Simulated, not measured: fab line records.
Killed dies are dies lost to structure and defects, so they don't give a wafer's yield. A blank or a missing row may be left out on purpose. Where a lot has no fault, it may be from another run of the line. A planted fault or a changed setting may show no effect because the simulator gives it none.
fab line records -- flow rit-cmos
[record] lots = 7, wafers = 17, last-day = 8
route steps=202 shown CONTACT@172 M1@184
lots that met no fault: from a run of the same line without faults
start-h: start of the lot's first displayed wafer, in hours after the record's first day -- wait-h: hours elapsed since this lot's preceding step -- " unchanged from the row above -- L1.1+2: a single row standing in for several wafers -- - no value present, or no start provided -- * or withheld: withheld -- < > ~ a bound
route shown NAME@n: a module of which the file shows steps, and the number in the route of the first -- usual: mean/standard deviation of fault-free wafers -- same: alike in all rows -- chamber/n: place in a boat -- sites: the reading at each site -- _std_site: how widely they spread, as a standard deviation -- _edge_site: mean of outer sites minus mean of inner sites -- radius-mm: for every site, how far away it sits from the centre of the wafer -- mask NAME#n: copy n -- behind: the most recent tool/chamber to have shaped the wafer -- hold: what put the lot on hold/how long, in hours/how the hold closed -- device: the transistor (n, p or np) that didn't switch -- end of line: the route-end tests of the same wafers -- a step given without rows: its recipe and nothing more -- killed: at the first sort, the dies lost to defects and structure; wafer yield is something else -- map: per-die view of a wafer (x killed, . not killed, _ where there is no die)
set.NAME: setting as actually run; set.NAME@STEP: the setting as run at that earlier step -- model.NAME: the simulator's own value behind a step, which no gauge read
lots at selected steps of the route; one table per step, one row per wafer
services: the hour from which a tool's chamber was out of use, counted from the record's first day as start-h (under 0 if before that day), plus the number of hours and why
[[steps]]
[step RIT_CONTACT_SOFTBAKE_04]
[recipe] resist = NOVOLAK, temp-c = 90, time-s = 60
[step RIT_CONTACT_EXPOSE_05]
[recipe] mask-id = M11, na = 0.6, source-shape = conventional, sigma-outer = 0.5, target-cd-nm = 1000, dose-mj = 250
[step RIT_CONTACT_PEB_06]
[recipe] resist = NOVOLAK, temp-c = withheld, time-s = withheld
[step RIT_CONTACT_DEVELOP_07]
[recipe] resist = NOVOLAK, develop-time-s = 120, dev-temp-c = 23
[step RIT_CONTACT_CD_MEAS_08]
[recipe] target-cd-nm = 1000
[usual] cd-nm = 999.5/2.2
lot.wafer,tool,chamber,start-h,wait-h,cd-nm
L392.1,cd-sem-01,-,64.09,-,998.1
L392.3,cd-sem-01,-,64.09,-,995.8
L392.5,cd-sem-01,-,64.09,-,995.8
L401.2,cd-sem-01,-,109.23,-,998.6
L401.4,cd-sem-01,-,109.23,-,998.3
L401.5,cd-sem-01,-,109.23,-,1000.6
L400.1,cd-sem-02,-,111.60,-,999.5
L400.2,cd-sem-02,-,111.60,-,1000.6
L400.5,cd-sem-02,-,111.60,-,1002.2
L407.1,cd-sem-02,-,158.39,-,1001.2
L413.3,cd-sem-02,-,173.05,-,999.5
L413.5,cd-sem-02,-,173.05,-,999.7
L413.6,cd-sem-02,-,173.05,-,1000.0
L414.3,cd-sem-02,-,176.51,-,1001.4
L414.4,cd-sem-02,-,176.51,-,999.8
L414.5,cd-sem-02,-,176.51,-,998.0
L411.2,cd-sem-01,-,184.36,-,1003.2
[step RIT_CONTACT_OVL_MEAS_09]
[usual] CONTACT_OVL = -0.2/1.5
lot.wafer,tool,chamber,start-h,wait-h,CONTACT_OVL[nm]
L392.1,overlay-01,-,64.21,0.1,0.2
L392.3,overlay-01,-,64.21,0.1,-0.1
L392.5,overlay-01,-,64.21,0.1,0.5
L401.2,overlay-01,-,109.34,0.1,2.4
L401.4,overlay-01,-,109.34,0.1,0.7
L401.5,overlay-01,-,109.34,0.1,1.3
L400.1,overlay-02,-,111.72,0.1,-0.7
L400.2,overlay-02,-,111.72,0.1,1.5
L400.5,overlay-02,-,111.72,0.1,1.4
L407.1,overlay-01,-,158.51,0.1,-1.4
L413.3,overlay-02,-,173.14,0.1,0.6
L413.5,overlay-02,-,173.14,0.1,1.9
L413.6,overlay-02,-,173.14,0.1,-0.3
L414.3,overlay-01,-,176.61,0.1,0.3
L414.4,overlay-01,-,176.61,0.1,-2.2
L414.5,overlay-01,-,176.61,0.1,-1.2
L411.2,overlay-01,-,184.46,0.1,-0.9
[step RIT_CONTACT_HARDBAKE_10]
[recipe] resist = NOVOLAK, temp-c = 140, time-s = 60
[step RIT_CONTACT_ETCH_11]
[recipe] target-depth-a = 4800, over-etch-frac = 0.2, stop-on = TiSi2, chemistry = CHF3/CF4/Ar, target = SiO2, CHF3_flow_sccm = 50, cf4-flow-sccm = 10, Ar_flow_sccm = 100, O2_flow_sccm = 5, pressure-mtorr = 100, rf-w = 200, time-s = 320
[usual] CHF3_flow_sccm = 49.99/0.15, drypump-motor-current-A = 6.0/0.49, oes-product-au = 0.991/0.016, rf-fwd-power-W = 199.5/0.57, throttle-valve-pct = 8.93/0.13
[same] over-etch-frac = 0.2
lot.wafer,tool,chamber,start-h,wait-h,CHF3_flow_sccm,drypump-motor-current-A,oes-product-au,rf-fwd-power-W,rf-hours-counter-h,throttle-valve-pct
L392.1,rie-diel-03,1,64.40,0.1,50.02,6.2,0.991,199.1,51,8.90
L392.3,rie-diel-03,2,64.40,0.1,50.00,5.4,0.979,199.4,3,9.18
L392.5,rie-diel-03,2,64.40,0.1,50.15,5.4,0.986,199.2,-,9.18
L401.2,rie-diel-04,1,109.52,0.1,49.87,6.7,0.977,199.3,66,8.86
L401.4,rie-diel-04,2,109.52,0.1,49.92,6.6,1.003,199.4,-,8.80
L401.5,rie-diel-04,1,109.52,0.1,49.89,6.7,0.975,198.8,-,8.88
L400.1,rie-diel-02,3,111.91,0.1,50.01,6.1,1.018,200.5,106,8.97
L400.2,rie-diel-02,1,111.91,0.1,50.00,6.1,1.011,199.2,152,8.75
L400.5,rie-diel-02,2,111.91,0.1,49.83,5.3,0.998,199.1,-,9.04
L407.1,rie-diel-04,1,158.70,0.1,49.79,6.7,0.978,199.3,67,8.86
L413.3,rie-diel-02,3,173.32,0.1,49.96,6.1,1.021,199.9,107,8.97
L413.5,rie-diel-02,1,173.32,0.1,49.99,6.1,0.981,198.9,-,8.73
L413.6,rie-diel-02,0,173.32,0.1,49.87,5.6,0.987,199.0,-,8.89
L414.3,rie-diel-03,2,176.78,0.1,50.07,5.4,0.972,199.2,6,9.19
L414.4,rie-diel-03,0,176.78,0.1,50.02,6.5,0.991,199.6,-,9.05
L414.5,rie-diel-03,3,176.78,0.1,49.94,6.4,0.988,199.4,-,8.93
L411.2,rie-diel-03,0,184.64,0.1,49.92,6.5,0.982,199.9,95,9.04
[step RIT_CONTACT_STRIP_12]
[recipe] chemistry = O2, time-s = 180, resist = NOVOLAK, platen-temp-c = withheld, power-w = 500, pressure-mtorr = 4000, o2-flow-sccm = 4000
[usual] drypump-motor-current-A = 5.8/0.31
lot.wafer,tool,chamber,start-h,wait-h,drypump-motor-current-A,rf-hours-counter-h
L392.1,plasma-asher-04,1,64.59,0.1,5.6,40
L392.3,plasma-asher-04,0,64.59,0.1,5.4,-
L392.5,plasma-asher-04,0,64.59,0.1,5.4,-
L401.2,plasma-asher-03,0,109.71,0.1,6.0,33
L401.4,plasma-asher-03,0,109.71,0.1,6.0,-
L401.5,plasma-asher-03,0,109.71,0.1,6.0,-
L400.1,plasma-asher-02,1,112.10,0.1,5.9,48
L400.2,plasma-asher-02,0,112.10,0.1,6.2,48
L400.5,plasma-asher-02,1,112.10,0.1,5.9,-
L407.1,plasma-asher-02,0,158.89,0.1,6.1,51
L413.3,plasma-asher-04,1,173.57,0.2,5.6,-
L413.5,plasma-asher-04,1,173.57,0.2,5.6,-
L413.6,plasma-asher-04,0,173.57,0.2,5.4,-
L414.3,plasma-asher-02,1,177.03,0.2,5.9,-
L414.4,plasma-asher-02,0,177.03,0.2,6.1,-
L414.5,plasma-asher-02,0,177.03,0.2,6.2,-
L411.2,plasma-asher-03,0,184.84,0.1,6.0,38
[step RIT_CONTACT_CD_MEAS_90]
[recipe] target-cd-nm = 1000
[usual] cd-nm = 999.4/2.1
lot.wafer,tool,chamber,start-h,wait-h,cd-nm
L392.1,cd-sem-02,-,64.77,0.1,997.5
L392.3,cd-sem-02,-,64.77,0.1,996.0
L392.5,cd-sem-02,-,64.77,0.1,996.1
L401.2,cd-sem-01,-,109.91,0.1,998.3
L401.4,cd-sem-01,-,109.91,0.1,998.0
L401.5,cd-sem-01,-,109.91,0.1,999.9
L400.1,cd-sem-01,-,112.28,0.1,999.7
L400.2,cd-sem-01,-,112.28,0.1,1000.1
L400.5,cd-sem-01,-,112.28,0.1,1001.8
L407.1,cd-sem-02,-,159.07,0.1,1001.0
L413.3,cd-sem-02,-,173.75,0.1,999.4
L413.5,cd-sem-02,-,173.75,0.1,999.6
L413.6,cd-sem-02,-,173.75,0.1,999.1
L414.3,cd-sem-02,-,177.19,0.1,1001.1
L414.4,cd-sem-02,-,177.19,0.1,999.5
L414.5,cd-sem-02,-,177.19,0.1,997.7
L411.2,cd-sem-01,-,185.03,0.1,1002.8
[step RIT_CONTACT_CLEAN_13]
[recipe] chemistry = SC1, mix = 3:3:50, time-s = 600, temp-c = 75
[step RIT_CONTACT_CLEAN_14]
[recipe] chemistry = SC2, mix = 3:3:50, time-s = 600, temp-c = 75, dry = n2-spin
[step RIT_M1_SPUTTER_00]
[recipe] material = Al, target-thk-nm = 400, power-w = 2000, chamber-pressure-pa = 0.4, gas = Ar, time-s = 500, substrate-temp-c = 25
[usual] throttle-valve-pct = 30.3/0.74
lot.wafer,tool,chamber,start-h,wait-h,throttle-valve-pct,model.Al_of_M1_SPUTTER_00.thk-nm
L392.1,pvd-sputter-03,-,65.24,0.0,30.8,393.9
L392.3,pvd-sputter-03,-,65.24,0.0,29.0,395.2
L392.5,pvd-sputter-03,-,65.24,0.0,30.1,395.7
L401.2,pvd-sputter-01,-,110.37,0.0,30.5,390.8
L401.4,pvd-sputter-01,-,110.37,0.0,29.9,393.3
L401.5,pvd-sputter-01,-,110.37,0.0,30.0,396.1
L400.1,pvd-sputter-02,-,112.78,0.0,31.0,403.4
L400.2,pvd-sputter-02,-,112.78,0.0,31.4,403.7
L400.5,pvd-sputter-02,-,112.78,0.0,29.5,407.7
L407.1,pvd-sputter-02,-,159.54,0.0,31.2,390.5
L413.3,pvd-sputter-02,-,174.18,0.0,29.5,403
L413.5,pvd-sputter-02,-,174.18,0.0,31.4,389.7
L413.6,pvd-sputter-02,-,174.18,0.0,31.2,399.6
L414.3,pvd-sputter-03,-,177.63,0.0,28.6,398.5
L414.4,pvd-sputter-03,-,177.63,0.0,30.2,403.9
L414.5,pvd-sputter-03,-,177.63,0.0,30.8,398.1
L411.2,pvd-sputter-02,-,185.50,0.0,31.0,392.4
[step RIT_M1_RS_MEAS_01]
[recipe] thk-meas-gauge = four-point-probe, reads = Al_of_M1_SPUTTER_00
[usual] M1_AL_RS = 0.0735/0.00066
lot.wafer,tool,chamber,start-h,wait-h,M1_AL_RS[ohm/sq]
L392.1,film-metro-03,-,65.53,0.1,0.0746
L392.3,film-metro-03,-,65.53,0.1,0.0743
L392.5,film-metro-03,-,65.53,0.1,0.0742
L401.2,film-metro-01,-,110.69,0.2,0.0753
L401.4,film-metro-01,-,110.69,0.2,0.0748
L401.5,film-metro-01,-,110.69,0.2,0.0742
L400.1,film-metro-02,-,113.08,0.1,0.0727
L400.2,film-metro-02,-,113.08,0.1,0.0729
L400.5,film-metro-02,-,113.08,0.1,0.0719
L407.1,film-metro-02,-,159.83,0.1,0.0753
L413.3,film-metro-01,-,174.51,0.2,0.0730
L413.5,film-metro-01,-,174.51,0.2,0.0753
L413.6,film-metro-01,-,174.51,0.2,0.0736
L414.3,film-metro-02,-,177.97,0.2,0.0736
L414.4,film-metro-02,-,177.97,0.2,0.0725
L414.5,film-metro-02,-,177.97,0.2,0.0738
L411.2,film-metro-02,-,185.81,0.2,0.0748
[step RIT_M1_THK_MEAS_02]
[recipe] thk-meas-gauge = xrf, reads = Al_of_M1_SPUTTER_00
[usual] M1_AL_THK = 399/3.7
lot.wafer,tool,chamber,start-h,wait-h,M1_AL_THK[nm]
L392.1,film-metro-03,-,65.65,0.1,393
L392.3,film-metro-03,-,65.65,0.1,394
L392.5,film-metro-03,-,65.65,0.1,396
L401.2,film-metro-01,-,110.80,0.1,393
L401.4,film-metro-01,-,110.80,0.1,402
L401.5,film-metro-01,-,110.80,0.1,402
L400.1,film-metro-02,-,113.20,0.1,403
L400.2,film-metro-02,-,113.20,0.1,401
L400.5,film-metro-02,-,113.20,0.1,408
L407.1,film-metro-02,-,159.95,0.1,390
L413.3,film-metro-01,-,174.61,0.1,401
L413.5,film-metro-01,-,174.61,0.1,388
L413.6,film-metro-01,-,174.61,0.1,399
L414.3,film-metro-02,-,178.07,0.1,397
L414.4,film-metro-02,-,178.07,0.1,402
L414.5,film-metro-02,-,178.07,0.1,397
L411.2,film-metro-02,-,185.92,0.1,392
[step RIT_M1_HMDS_03]
[recipe] prime-time-s = 60, prime-temp-c = 140
[step RIT_M1_COAT_04]
[recipe] resist = NOVOLAK, spin-rpm = 2000, resist-thk-nm = 1300
[step RIT_M1_SOFTBAKE_05]
[recipe] resist = NOVOLAK, temp-c = 90, time-s = 60
[step RIT_M1_EXPOSE_06]
[recipe] mask-id = M12, na = 0.6, source-shape = conventional, sigma-outer = 0.5, target-cd-nm = 2600, dose-mj = 250
[step RIT_M1_PEB_07]
[recipe] resist = NOVOLAK, temp-c = withheld, time-s = withheld
[step RIT_M1_DEVELOP_08]
[recipe] resist = NOVOLAK, develop-time-s = 68, dev-temp-c = 23
[step RIT_M1_CD_MEAS_09]
[recipe] target-cd-nm = 2600
[usual] cd-nm = 2601.0/2.7
lot.wafer,tool,chamber,start-h,wait-h,cd-nm
L392.1,cd-sem-02,-,66.59,-,2601.1
L392.3,cd-sem-02,-,66.59,-,2599.6
L392.5,cd-sem-02,-,66.59,-,2599.4
L401.2,cd-sem-02,-,112.08,-,2600.5
L401.4,cd-sem-02,-,112.08,-,2600.1
L401.5,cd-sem-02,-,112.08,-,2602.6
L400.1,cd-sem-01,-,114.36,-,2604.0
L400.2,cd-sem-01,-,114.36,-,2601.0
L400.5,cd-sem-01,-,114.36,-,2600.2
L407.1,cd-sem-02,-,160.89,-,2599.9
L413.3,cd-sem-02,-,175.70,-,2593.7
L413.5,cd-sem-02,-,175.70,-,2594.9
L413.6,cd-sem-02,-,175.70,-,2595.1
L414.3,cd-sem-01,-,179.43,-,2603.2
L414.4,cd-sem-01,-,179.43,-,2602.6
L414.5,cd-sem-01,-,179.43,-,2603.9
L411.2,cd-sem-01,-,186.87,-,2602.7
[step RIT_M1_OVL_MEAS_10]
[usual] M1_OVL = 0.2/1.2
lot.wafer,tool,chamber,start-h,wait-h,M1_OVL[nm]
L392.1,overlay-02,-,66.71,0.1,-0.5
L392.3,overlay-02,-,66.71,0.1,-1.0
L392.5,overlay-02,-,66.71,0.1,-1.4
L401.2,overlay-01,-,112.19,0.1,2.1
L401.4,overlay-01,-,112.19,0.1,2.0
L401.5,overlay-01,-,112.19,0.1,1.6
L400.1,overlay-01,-,114.48,0.1,2.5
L400.2,overlay-01,-,114.48,0.1,0.7
L400.5,overlay-01,-,114.48,0.1,-0.1
L407.1,overlay-02,-,161.01,0.1,-0.1
L413.3,overlay-01,-,175.79,0.1,0.3
L413.5,overlay-01,-,175.79,0.1,1.1
L413.6,overlay-01,-,175.79,0.1,-1.0
L414.3,overlay-02,-,179.52,0.1,0.5
L414.4,overlay-02,-,179.52,0.1,-0.3
L414.5,overlay-02,-,179.52,0.1,0.8
L411.2,overlay-01,-,186.98,0.1,1.2
[step RIT_M1_HARDBAKE_11]
[recipe] resist = NOVOLAK, temp-c = 140, time-s = 120
[step RIT_M1_METAL_ETCH_12]
[recipe] stop-on = SiO2, chemistry = Cl2/BCl3, target = Al, time-s = 165, over-etch-frac = 0.5, pressure-mtorr = 100, target-depth-a = 6000, rf-w = 250, Cl2_flow_sccm = 60, bcl3-flow-sccm = 50
[usual] drypump-motor-current-A = 5.9/0.47, oes-product-au = 0.774/0.011, rf-fwd-power-W = 249.0/0.77, throttle-valve-pct = 8.24/0.14
[same] over-etch-frac = 0.5
lot.wafer,tool,chamber,start-h,wait-h,drypump-motor-current-A,oes-product-au,rf-fwd-power-W,rf-hours-counter-h,throttle-valve-pct,model.etch.depth-nm,model.M1.feature-depth-nm
L392.1,rie-metal-01,1,67.00,0.2,6.7,0.787,249.0,34,8.31,393.9,426.1
L392.3,rie-metal-01,1,67.00,0.2,6.7,0.785,249.3,-,8.31,395.2,427.3
L392.5,rie-metal-01,1,67.00,0.2,6.7,0.784,249.4,-,8.31,395.7,428.1
L401.2,rie-metal-04,0,112.75,0.2,6.3,0.755,249.3,1,8.16,390.8,423.3
L401.4,rie-metal-04,0,112.75,0.2,6.3,0.755,249.9,-,8.17,393.3,425.8
L401.5,rie-metal-04,1,112.75,0.2,5.4,0.763,249.7,-,8.05,396.1,428.9
L400.1,rie-metal-01,1,114.81,0.2,6.7,0.789,251.1,34,8.32,403.4,436.2
L400.2,rie-metal-01,0,114.81,0.2,5.9,0.793,248.9,38,8.43,403.7,436.8
L400.5,rie-metal-01,0,114.81,0.2,5.9,0.798,248.0,-,8.40,407.7,440.9
L407.1,rie-metal-02,0,161.30,0.2,5.3,0.761,248.4,3,8.38,390.5,423.8
L413.3,rie-metal-01,0,176.12,0.2,5.9,0.788,249.4,-,8.42,403,435.8
L413.5,rie-metal-01,0,176.12,0.2,5.9,0.768,249.4,-,8.41,389.7,422.4
L413.6,rie-metal-01,1,176.12,0.2,6.7,0.758,249.3,-,8.31,399.6,432.1
L414.3,rie-metal-04,1,179.90,0.2,5.3,0.767,248.3,-,8.05,398.5,430.4
L414.4,rie-metal-04,1,179.90,0.2,5.3,0.764,249.1,-,8.05,403.9,436.4
L414.5,rie-metal-04,1,179.90,0.2,5.4,0.764,248.8,-,8.06,398.1,430.3
L411.2,rie-metal-04,0,187.26,0.2,6.3,0.766,249.5,2,8.15,392.4,424.3
[step RIT_M1_STRIP_13]
[recipe] chemistry = nmp, resist = NOVOLAK, temp-c = 80, time-s = 600, dry = n2-spin
[step RIT_M1_PROBE_99]
[usual] killed-at-contacts = 0.1/0.32, killed-at-front-end = 6/3.1, killed-dies = 7/3.2, killed-open = 3.1/1.9, killed-short = 3.5/2.2
[same] gross-dies = 264, killed_at_M0_to_M3 = 0, killed_at_M4_up = 0, killed-at-back-side = 0, killed-at-other = 0
lot.wafer,tool,chamber,start-h,wait-h,killed-at-contacts,killed-at-front-end,killed-dies,killed-open,killed-short
L392.1,prober-02,-,69.25,0.1,0,10,10,4,6
L392.3,prober-02,-,69.35,0.2,0,6,6,3,3
L392.5,prober-02,-,69.45,0.2,0,5,5,3,2
L401.2,prober-01,-,115.29,0.1,0,4,4,2,2
L401.4,prober-01,-,115.39,0.2,0,8,8,3,5
L401.5,prober-01,-,115.44,0.2,0,7,7,1,6
L400.1,prober-02,-,117.31,0.1,0,3,3,2,1
L400.2,prober-02,-,117.36,0.1,0,9,9,6,3
L400.5,prober-02,-,117.51,0.2,0,4,4,0,4
L407.1,prober-02,-,163.55,0.1,1,5,6,5,1
L413.3,prober-01,-,178.43,0.2,0,1,1,1,0
L413.5,prober-01,-,178.53,0.2,0,4,4,0,4
L413.6,prober-01,-,178.58,0.2,0,4,4,3,1
L411.2,prober-02,-,189.56,0.1,1,12,13,5,8
// killed by level:class
L392.1 FOX1:geometric-particle:short=2 REOX:geometric-particle:short=2 FOX2:geometric-particle:open=1 GATE:geometric-particle:short=1 GATE:geometric-particle:open=1 SPACER:geometric-particle:open=1 SILICIDE:geometric-particle:short=1 SILICIDE:geometric-particle:open=1
L392.3 FOX1:geometric-particle:open=2 SPACER:geometric-particle:short=2 FOX2:geometric-particle:open=1 FOX2:geometric-particle:short=1
L392.5 ACTIVE:geometric-particle:open=1 FOX2:geometric-particle:short=1 GATE:geometric-particle:open=1 SPACER:geometric-particle:short=1 SPACER:geometric-particle:open=1
L401.2 FOX1:geometric-particle:open=2 FOX1:geometric-particle:short=1 SPACER:geometric-particle:short=1
L401.4 REOX:geometric-particle:short=2 SPACER:geometric-particle:open=2 GATE:geometric-particle:short=1 SPACER:geometric-particle:short=1 SILICIDE:geometric-particle:short=1 SILICIDE:geometric-particle:open=1
L401.5 FOX2:geometric-particle:short=2 GATE:geometric-particle:short=1 GATE:geometric-particle:open=1 REOX:geometric-particle:short=1 SPACER:geometric-particle:short=1 SILICIDE:geometric-particle:short=1
L400.1 GATE:geometric-particle:short=1 GATE:geometric-particle:open=1 SILICIDE:geometric-particle:open=1
L400.2 REOX:geometric-particle:open=3 GATE:geometric-particle:short=1 GATE:geometric-particle:open=1 REOX:geometric-particle:short=1 SPACER:geometric-particle:open=1 SPACER:geometric-particle:short=1 SILICIDE:geometric-particle:open=1
L400.5 REOX:geometric-particle:short=2 GATE:geometric-particle:short=1 SPACER:geometric-particle:short=1
L407.1 REOX:geometric-particle:open=3 GATE:geometric-particle:short=1 GATE:geometric-particle:open=1 CONTACT:geometric-particle:open=1
L413.3 FOX1:geometric-particle:open=1
L413.5 GATE:geometric-particle:short=2 REOX:geometric-particle:short=1 SPACER:geometric-particle:short=1
L413.6 GATE:geometric-particle:open=1 GATE:geometric-particle:short=1 REOX:geometric-particle:open=1 SILICIDE:geometric-particle:open=1
L411.2 SPACER:geometric-particle:short=3 GATE:geometric-particle:short=2 GATE:geometric-particle:open=2 SILICIDE:geometric-particle:short=2 FOX1:geometric-particle:open=1 FOX1:geometric-particle:short=1 SILICIDE:geometric-particle:open=1 CONTACT:geometric-particle:open=1
[[services]]
tool,chamber,start-h,hours,kind
pvd-sputter-02,-,45.92,7.7,repair
rie-diel-04,3,46.71,8.7,repair
plasma-asher-04,-,49.04,2.8,pm
pvd-sputter-01,-,53.00,2.6,repair
pvd-sputter-03,-,68.93,4.9,repair
pvd-sputter-02,-,81.01,1.1,repair
plasma-asher-04,-,85.90,2.0,repair
rie-metal-01,1,86.08,21.7,repair
rie-metal-02,1,86.76,3.3,repair
pvd-sputter-03,-,87.88,5.0,repair
plasma-asher-04,-,89.52,2.1,repair
rie-diel-02,-,92.53,0.3,repair
rie-diel-02,2,95.01,11.4,repair
rie-diel-03,3,101.35,5.6,repair
rie-diel-03,0,104.54,33.8,repair
rie-diel-03,1,125.62,6.0,repair
rie-diel-03,-,131.92,1.6,repair
rie-diel-03,1,135.44,12.9,repair
rie-metal-01,-,136.12,20.0,pm
rie-metal-01,0,136.12,20.0,vent-cycle
rie-diel-03,-,142.66,0.8,repair
pvd-sputter-02,-,172.59,1.0,repair
plasma-asher-03,-,173.98,4.1,repair
rie-diel-02,3,178.21,2.5,repair
[[key]]
[first-sign] step = RIT_M1_RS_MEAS_01, reading = M1_AL_RS, direction = up, sigmas = 2.4, usual = 0.0735, struck = 0.0751
[effect] step = RIT_M1_THK_MEAS_02, reading = M1_AL_THK, direction = down, sigmas = 2.3, usual = 399, struck = 390
[model-effect] step = RIT_M1_SPUTTER_00, value = Al_of_M1_SPUTTER_00.thk-nm, without = 399.3, struck = 390.9
[model-effect] step = RIT_M1_METAL_ETCH_12, value = etch.depth-nm, without = 399.3, struck = 390.9
met-at RIT_M1_SPUTTER_00
struck-wafers L407.1,L411.2,L413.5
tester-left-out L407,L411
onset-between 112.78 159.54
[earlier-fault] kind = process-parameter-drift, tool = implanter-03, chamber = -, onset-h = 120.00, steps = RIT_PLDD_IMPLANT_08, channel = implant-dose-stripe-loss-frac, offset = 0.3, shape = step, end-h = 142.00
[earlier-fault] kind = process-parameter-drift, tool = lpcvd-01, chamber = 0, onset-h = 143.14, steps = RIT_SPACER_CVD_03, channel = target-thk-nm, offset = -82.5, shape = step, end-h = 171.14, acts-in = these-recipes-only, stated = 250
[fault] kind = process-parameter-drift, tool = pvd-sputter-02, chamber = -, onset-h = 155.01, steps = RIT_M1_SPUTTER_00, channel = target-thk-nm, offset = -8.2181, shape = step, end-h = 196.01, stated = 400, scope = struck-wafers-only
// tester-left-out: of these lots the tester's yield and bins aren't shown, on N5 and GAA mostly nor the transistor test; their killed dies are dies lost to structure and defects alone, not to doping, threshold or leakage, so they don't give the yield
